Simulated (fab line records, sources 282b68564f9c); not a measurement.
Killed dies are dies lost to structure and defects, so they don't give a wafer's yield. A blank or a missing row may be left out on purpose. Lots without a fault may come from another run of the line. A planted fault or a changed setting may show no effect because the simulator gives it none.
fab line records | flow rit_cmos | part 2 of 2: steps 29 to 41 of 41
record lots=5 wafers=15 last_day=7
route steps=202 shown SDANNEAL@155 PSD@157 NSD@158 PLDD@159 NLDD@160 SILICIDE@161 CONTACT@168 M1@184
lots that met no fault: from a run of the same line without faults
start_h: hours from the record's first day to the start of the lot's first wafer shown | wait_h: hours since the lot's step before | " the same as in the row above | L1.1+2: a row that stands for several wafers | - no value, or no start given | * or withheld: withheld | < > ~ a bound
route shown NAME@n: a module of which the file shows steps, and the number in the route of the first | usual: mean/standard deviation of fault-free wafers | same: alike in all rows | chamber/n: place in a boat | sites: the reading at each site | _std_site: their standard deviation | _edge_site: outer sites' mean less inner sites' | radius_mm: how far each site lies from the wafer's centre | mask NAME#n: copy n | behind: the tool/chamber that last shaped the wafer | hold: why the lot was held/for how many hours/how that ended | device: the transistor (n, p or np) that didn't switch | end of line: the same wafers' tests at the end of the route | a step without rows: its recipe alone | killed: dies lost to structure and defects at the first sort, not the wafer's yield | map: a wafer's dies, x killed, . not, _ none there
set.NAME: the setting as run; set.NAME@STEP: as run at that earlier step | model.NAME: the simulator's own value behind a step, which no gauge read
lots at some steps of the route; a table a step, a row a wafer
services: from which hour (start_h, from the record's first day; less than 0 if before it) a tool's chamber was out of use, for how many hours, and why
## steps
# step RIT_CONTACT_CLEAN_14
# recipe chemistry=SC2 mix=3:3:50 time_s=600 temp_c=75 dry=n2_spin
# columns lot.wafer tool chamber start_h wait_h
L086.1+2+3 wet_bench-02 1 127.31 0.0
L091.3+5+6 wet_bench-04 1 143.31 0.0
L090.1+2+5 wet_bench-02 3 145.26 0.0
L093.1+4+5 wet_bench-02 2 153.69 0.0
L095.2+4+5 wet_bench-04 1 159.87 0.0
# step RIT_M1_SPUTTER_00
# recipe material=Al target_thk_nm=400 power_w=1971 chamber_pressure_pa=0.4 gas=Ar time_s=500 substrate_temp_c=25
# usual cathode_dc_power_W=1971.0/0.36 throttle_valve_pct=30.0/0.9
# columns lot.wafer tool chamber start_h wait_h cathode_dc_power_W throttle_valve_pct
L086.1 pvd_sputter-04 - 127.48 0.0 1970.5 29.1
L086.2 " - " " 1970.5 29.7
L086.3 " - " " 1970.5 30.3
L091.3 pvd_sputter-04 - 143.48 0.0 1971.3 29.5
L091.5 " - " " 1971.2 30.7
L091.6 " - " " 1971.1 29.7
L090.1 pvd_sputter-04 - 145.44 0.0 1970.8 29.0
L090.2 " - " " 1971.1 30.4
L090.5 " - " " 1970.3 29.7
L093.1 pvd_sputter-04 - 153.86 0.0 1971.1 30.3
L093.4 " - " " 1971.3 29.4
L093.5 " - " " 1971.1 28.9
L095.2 pvd_sputter-04 - 160.05 0.0 1971.3 30.2
L095.4 " - " " 1971.2 29.8
L095.5 " - " " 1971.0 29.2
# step RIT_M1_RS_MEAS_01
# recipe thk_meas_gauge=four-point-probe reads=Al_of_M1_SPUTTER_00
# usual M1_AL_RS=0.0747/0.00079
# columns lot.wafer tool chamber start_h wait_h M1_AL_RS[ohm/sq]
L086.1 film_metro-04 - 127.78 0.1 0.0738
L086.2 " - " " 0.0732
L086.3 " - " " 0.0744
L091.3 film_metro-03 - 143.81 0.2 0.0747
L091.5 " - " " 0.0751
L091.6 " - " " 0.0737
L090.1 film_metro-04 - 145.73 0.1 0.0737
L090.2 " - " " 0.0736
L090.5 " - " " 0.0730
L093.1 film_metro-01 - 154.16 0.1 0.0752
L093.4 " - " " 0.0752
L093.5 " - " " 0.0758
L095.2 film_metro-03 - 160.36 0.2 0.0753
L095.4 " - " " 0.0741
L095.5 " - " " 0.0746
# step RIT_M1_THK_MEAS_02
# recipe thk_meas_gauge=xrf reads=Al_of_M1_SPUTTER_00
# usual M1_AL_THK=389/5.2
# columns lot.wafer tool chamber start_h wait_h M1_AL_THK[nm]
L086.1 film_metro-04 - 127.90 0.1 396
L086.2 " - " " 402
L086.3 " - " " 394
L091.3 film_metro-03 - 143.91 0.1 386
L091.5 " - " " 385
L091.6 " - " " 392
L090.1 film_metro-04 - 145.85 0.1 392
L090.2 " - " " 397
L090.5 " - " " 396
L093.1 film_metro-01 - 154.28 0.1 385
L093.4 " - " " 381
L093.5 " - " " 378
L095.2 film_metro-03 - 160.47 0.1 387
L095.4 " - " " 389
L095.5 " - " " 386
# step RIT_M1_HMDS_03
# recipe prime_time_s=60 prime_temp_c=140
# columns lot.wafer tool chamber start_h wait_h
L086.1+2+3 litho_track-03 0 127.96 0.1
L091.3+5+6 litho_track-01 0 144.00 0.1
L090.1+2+5 litho_track-01 0 145.91 0.1
L093.1+4+5 litho_track-02 0 154.34 0.1
L095.2+4+5 litho_track-01 0 160.55 0.1
# step RIT_M1_COAT_04
# recipe resist=NOVOLAK spin_rpm=2000 resist_thk_nm=1300
# columns lot.wafer tool chamber start_h wait_h
L086.1+2+3 litho_track-03 0 128.11 0.1
L091.3+5+6 litho_track-01 0 144.15 0.1
L090.1+2+5 litho_track-01 0 146.06 0.1
L093.1+4+5 litho_track-02 0 154.49 0.1
L095.2+4+5 litho_track-01 0 160.70 0.1
# step RIT_M1_SOFTBAKE_05
# recipe resist=NOVOLAK temp_c=90 time_s=60
# usual heater_power_total_W=34.56/0.055
# columns lot.wafer tool chamber start_h wait_h heater_power_total_W
L086.1 litho_track-03 0 128.26 0.1 34.56
L086.2 " 0 " " 34.55
L086.3 " 0 " " 34.53
L091.3 litho_track-01 0 144.30 0.1 34.52
L091.5 " 0 " " 34.50
L091.6 " 0 " " 34.54
L090.1 litho_track-01 0 146.21 0.1 34.59
L090.2 " 0 " " 34.49
L090.5 " 0 " " 34.51
L093.1 litho_track-02 0 154.64 0.1 34.62
L093.4 " 0 " " 34.61
L093.5 " 0 " " 34.55
L095.2 litho_track-01 0 160.85 0.1 34.60
L095.4 " 0 " " 34.57
L095.5 " 0 " " 34.62
# step RIT_M1_EXPOSE_06
# recipe mask_id=M12 na=0.6 source_shape=conventional sigma_outer=0.5 target_cd_nm=2600 dose_mj=250
# usual focus_offset_nm=0.0/0.52
# columns lot.wafer tool chamber start_h wait_h mask focus_offset_nm
L086.1 iline_stepper-01 0 128.41 0.1 M12#0 -0.1
L086.2 " 0 " " M12#0 -0.3
L086.3 " 0 " " M12#0 -0.5
L091.3 iline_stepper-02 0 144.44 0.1 M12#0 1.2
L091.5 " 0 " " M12#0 -0.3
L091.6 " 0 " " M12#0 0.2
L090.1 iline_stepper-01 0 146.48 0.2 M12#0 -0.3
L090.2 " 0 " " M12#0 0.3
L090.5 " 0 " " M12#0 -0.1
L093.1 iline_stepper-02 0 154.91 0.2 M12#0 -0.3
L093.4 " 0 " " M12#0 -0.4
L093.5 " 0 " " M12#0 0.2
L095.2 iline_stepper-02 0 160.99 0.1 M12#0 -0.3
L095.4 " 0 " " M12#0 -0.5
L095.5 " 0 " " M12#0 0.2
# step RIT_M1_PEB_07
# recipe resist=NOVOLAK temp_c=withheld time_s=withheld
# columns lot.wafer tool chamber start_h wait_h
L086.1+2+3 litho_track-03 0 128.52 0.1
L091.3+5+6 litho_track-02 0 144.57 0.1
L090.1+2+5 litho_track-02 0 146.60 0.1
L093.1+4+5 litho_track-03 0 155.03 0.1
L095.2+4+5 litho_track-03 0 161.11 0.1
# step RIT_M1_DEVELOP_08
# recipe resist=NOVOLAK develop_time_s=68 dev_temp_c=23
# columns lot.wafer tool chamber start_h wait_h
L086.1+2+3 litho_track-03 0 - -
L091.3+5+6 litho_track-02 0 - -
L090.1+2+5 litho_track-02 0 - -
L093.1+4+5 litho_track-03 0 - -
L095.2+4+5 litho_track-03 0 - -
# step RIT_M1_CD_MEAS_09
# recipe target_cd_nm=2600
# usual cd_nm=2600.0/2.4
# columns lot.wafer tool chamber start_h wait_h cd_nm
L086.1 cd_sem-01 - 128.84 - 2596.3
L086.2 " - " " 2597.8
L086.3 " - " " 2595.4
L091.3 cd_sem-01 - 144.87 - 2601.2
L091.5 " - " " 2599.1
L091.6 " - " " 2600.8
L090.1 cd_sem-01 - 146.91 - 2596.4
L090.2 " - " " 2598.5
L090.5 " - " " 2599.7
L093.1 cd_sem-02 - 155.34 - 2596.2
L093.4 " - " " 2596.8
L093.5 " - " " 2598.3
L095.2 cd_sem-01 - 161.42 - 2600.7
L095.4 " - " " 2599.1
L095.5 " - " " 2602.2
# step RIT_M1_OVL_MEAS_10
# usual M1_OVL=-1.0/1.5
# columns lot.wafer tool chamber start_h wait_h M1_OVL[nm]
L086.1 overlay-02 - 128.96 0.1 -1.7
L086.2 " - " " -2.2
L086.3 " - " " -2.0
L091.3 overlay-02 - 144.97 0.1 -3.9
L091.5 " - " " -0.3
L091.6 " - " " -0.5
L090.1 overlay-01 - 147.03 0.1 2.2
L090.2 " - " " 3.5
L090.5 " - " " 1.5
L093.1 overlay-01 - 155.46 0.1 0.0
L093.4 " - " " -1.1
L093.5 " - " " -1.1
L095.2 overlay-01 - 161.53 0.1 -0.8
L095.4 " - " " -1.3
L095.5 " - " " -2.3
# step RIT_M1_HARDBAKE_11
# recipe resist=NOVOLAK temp_c=140 time_s=120
# usual heater_power_total_W=52.03/0.064
# columns lot.wafer tool chamber start_h wait_h heater_power_total_W
L086.1 litho_track-01 0 129.19 0.2 52.12
L086.2 " 0 " " 52.01
L086.3 " 0 " " 51.95
L091.3 litho_track-01 0 145.07 0.1 52.04
L091.5 " 0 " " 52.00
L091.6 " 0 " " 52.05
L090.1 litho_track-01 0 147.17 0.1 52.00
L090.2 " 0 " " 52.03
L090.5 " 0 " " 52.04
L093.1 litho_track-03 0 155.62 0.2 52.05
L093.4 " 0 " " 52.09
L093.5 " 0 " " 52.04
L095.2 litho_track-02 0 161.60 0.1 51.96
L095.4 " 0 " " 52.01
L095.5 " 0 " " 52.11
## services
# columns tool chamber start_h hours kind
rie_diel-04 3 102.17 3.8 repair
plasma_asher-02 - 104.47 14.6 pm
iline_stepper-02 - 106.89 30.5 repair
rie_diel-02 3 111.64 8.7 repair
iline_stepper-02 0 114.04 - calibration
wet_bench-01 - 121.96 4.6 repair
rie_diel-04 0 129.83 13.2 repair
iline_stepper-01 0 131.76 - calibration
pvd_sputter-01 - 134.79 14.2 repair
iline_stepper-01 - 137.47 8.9 pm
rtp_anneal-02 - 138.76 4.4 pm
rie_diel-04 0 150.33 5.3 repair
wet_bench-02 - 151.14 2.1 repair
rie_diel-04 2 161.68 3.1 repair
